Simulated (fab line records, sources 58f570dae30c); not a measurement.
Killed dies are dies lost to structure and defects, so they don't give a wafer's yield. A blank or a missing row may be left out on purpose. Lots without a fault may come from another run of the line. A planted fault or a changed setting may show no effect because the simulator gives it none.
Split-lot experiment | flow berkeley_cmos170 | 5 lots, 23 wafers read, on a route of 331 steps

THE SPLIT
At UCB170_GATE_COAT_07 (resist thk 900 nm), the setting resist_thk_nm was moved away from the recipe's 900 nm on 10 of the 23 wafers read, by -3.3% to +5.6%. The other wafers ran this setting at the recipe's value.

The reading is taken at the split's own step.

THE READING
KrF_of_GATE_COAT_07.thk_nm (the simulator's own value, which no gauge read), in nm, at UCB170_GATE_COAT_07 (resist thk 900 nm). The file gives no usual value for it. The 13 wafers here that ran the recipe average 900.6 nm, standard deviation 2.7 nm.

wafer  | tool, chamber at the split | resist_thk_nm as run, nm | against the recipe | KrF_of_GATE_COAT_07.thk_nm, nm | against lot-mates on the recipe
L074.1 | litho_track-01, 0          | 900                      | recipe             | 902.1                          | -
L074.2 | litho_track-01, 0          | 900                      | recipe             | 899.5                          | -
L074.3 | litho_track-01, 0          | 900                      | recipe             | 899.7                          | -
L074.4 | litho_track-01, 0          | 880.3                    | -2.2%              | 881.1                          | -19.3
L074.6 | litho_track-01, 0          | 880.3                    | -2.2%              | 882.6                          | -17.8
L075.2 | litho_track-02, 0          | 900                      | recipe             | 903.3                          | -
L075.4 | litho_track-02, 0          | 900                      | recipe             | 904.8                          | -
L075.5 | litho_track-02, 0          | 900                      | recipe             | 901.7                          | -
L080.1 | litho_track-04, 0          | 900                      | recipe             | 904.7                          | -
L080.3 | litho_track-04, 0          | 872.9                    | -3.0%              | 878.8                          | -25.2
L080.4 | litho_track-04, 0          | 900                      | recipe             | 903.2                          | -
L080.5 | litho_track-04, 0          | 872.9                    | -3.0%              | 877.1                          | -26.9
L080.6 | litho_track-04, 0          | 872.9                    | -3.0%              | 878                            | -26.0
L076.1 | litho_track-01, 0          | 950.7                    | +5.6%              | 947.3                          | +50.5
L076.2 | litho_track-01, 0          | 950.7                    | +5.6%              | 945.7                          | +49.0
L076.4 | litho_track-01, 0          | 950.7                    | +5.6%              | 945.4                          | +48.6
L076.5 | litho_track-01, 0          | 900                      | recipe             | 896                            | -
L076.6 | litho_track-01, 0          | 900                      | recipe             | 897.5                          | -
L085.1 | litho_track-04, 0          | 900                      | recipe             | 899                            | -
L085.2 | litho_track-04, 0          | 900                      | recipe             | 898.9                          | -
L085.4 | litho_track-04, 0          | 870.6                    | -3.3%              | 869.5                          | -29.1
L085.5 | litho_track-04, 0          | 900                      | recipe             | 897.8                          | -
L085.6 | litho_track-04, 0          | 870.6                    | -3.3%              | 868.9                          | -29.7

THE FIT
A straight line over all 23 wafers: KrF_of_GATE_COAT_07.thk_nm changes by +8.22 nm for each +1% of resist_thk_nm; r = +0.99; the points scatter about the line by 2.8 nm.
The same after taking each lot's own level away (the mean of its wafers on the recipe; 23 wafers): +8.76 nm for each +1%; r = +1.00; scatter 0.96 nm.
On that fit, the largest move of resist_thk_nm shifts the reading by 49 nm.
The lots' own levels span 896.75 to 903.95 nm, that is 2.6 times the standard deviation above.
So the lot-to-lot level changes the slope little: the two slopes agree.
Check: with one of the wafers moved furthest among these (+5.6%) left out of the fit, the line predicts +49 nm for it against its lot-mates. It came out at +50.5 nm against them.

OTHER SPLITS ON THESE WAFERS
These wafers also went through other splits before the reading. Each is held against what the fit with the lots' levels taken away leaves over:
other split on the same wafers         | wafers away from the commonest value | r with KrF_of_GATE_COAT_07.thk_nm (lot level and that fit taken away)
UCB170_NWELL_CVD_04 sih2cl2_flow_sccm  | 15                                   | -0.01
UCB170_PWELL_ETCH_14 rf_w              | 6                                    | +0.06
UCB170_ACTIVE_CVD_05 sih2cl2_flow_sccm | 18                                   | +0.15
UCB170_ACTIVE_EXPOSE_10 dose_mj        | 7                                    | +0.05

THE FILE'S OWN FIT
KrF_of_GATE_COAT_07.thk_nm changes by +8.77 nm for each +1% of resist_thk_nm, r = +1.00.
